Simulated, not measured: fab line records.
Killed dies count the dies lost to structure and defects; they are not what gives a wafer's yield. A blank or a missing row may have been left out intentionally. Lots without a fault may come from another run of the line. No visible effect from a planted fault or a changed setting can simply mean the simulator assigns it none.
Which tool was responsible?	flow rit_cmos	Sampling: 7 lots, 21 wafers, 2 of 202 route steps

## WHAT THE GAUGES READ, wafer by wafer
RIT_PWELL_TW_MEAS_10.
lot	measured	on	PWELL_TW
L436	day 2 14:57	film_metro-03	957 954 955
L438	day 3 00:02	film_metro-02	957 949 951
L441	day 3 16:44	film_metro-03	951 945 949
L444	day 4 06:23	film_metro-01	976 976 972
L450	day 5 14:11	film_metro-02	957 951 954
L453	day 6 04:17	film_metro-02	953 953 960
L456	day 6 18:06	film_metro-02	950 957 953

## TOOL THAT RAN EACH LOT (tool first, then ch and the chambers of the sampled wafers, then the start)
lot	RIT_PWELL_IMPLANT_08
L436	implanter-04 ch 0, day 2 14:38
L438	implanter-02 ch 0, day 2 23:43
L441	implanter-04 ch 0, day 3 16:26
L444	implanter-04 ch 0, day 4 06:04
L450	implanter-03 ch 0, day 5 13:52
L453	implanter-02 ch 0, day 6 03:59
L456	implanter-02 ch 0, day 6 17:47
- RIT_PWELL_IMPLANT_08

## THE ANSWER, worked out from the rows above alone
Rule: the usual values come from the lots themselves. Put in order of their means at a reading, lots are off if they are a third of the lots or fewer, leave a main group of 4 or more, and stand apart from it by a gap of 3 or more times the standard deviation of the main group's means; of several such gaps the widest counts. A main group is skipped when, at the precision printed for the reading in the tables above, its means are all equal. A lot without any number at a reading at which 4 lots or more have one is off too. Where the step has rows for the other lots, those lots are counted as sound.
Off: L444, at RIT_PWELL_TW_MEAS_10 (PWELL_TW). Main group: mean 953, sd 2.4.
A tool fits if, at a process step before that reading, it ran every lot that is off, and no sound lot after the first of them. Gauges at RIT_PWELL_TW_MEAS_10: tried the same way as those tools. Can't be told from this: 2 tools fit, implanter-04 at RIT_PWELL_IMPLANT_08, film_metro-01 at RIT_PWELL_TW_MEAS_10.

## WHAT THE SIMULATOR HAD PUT IN
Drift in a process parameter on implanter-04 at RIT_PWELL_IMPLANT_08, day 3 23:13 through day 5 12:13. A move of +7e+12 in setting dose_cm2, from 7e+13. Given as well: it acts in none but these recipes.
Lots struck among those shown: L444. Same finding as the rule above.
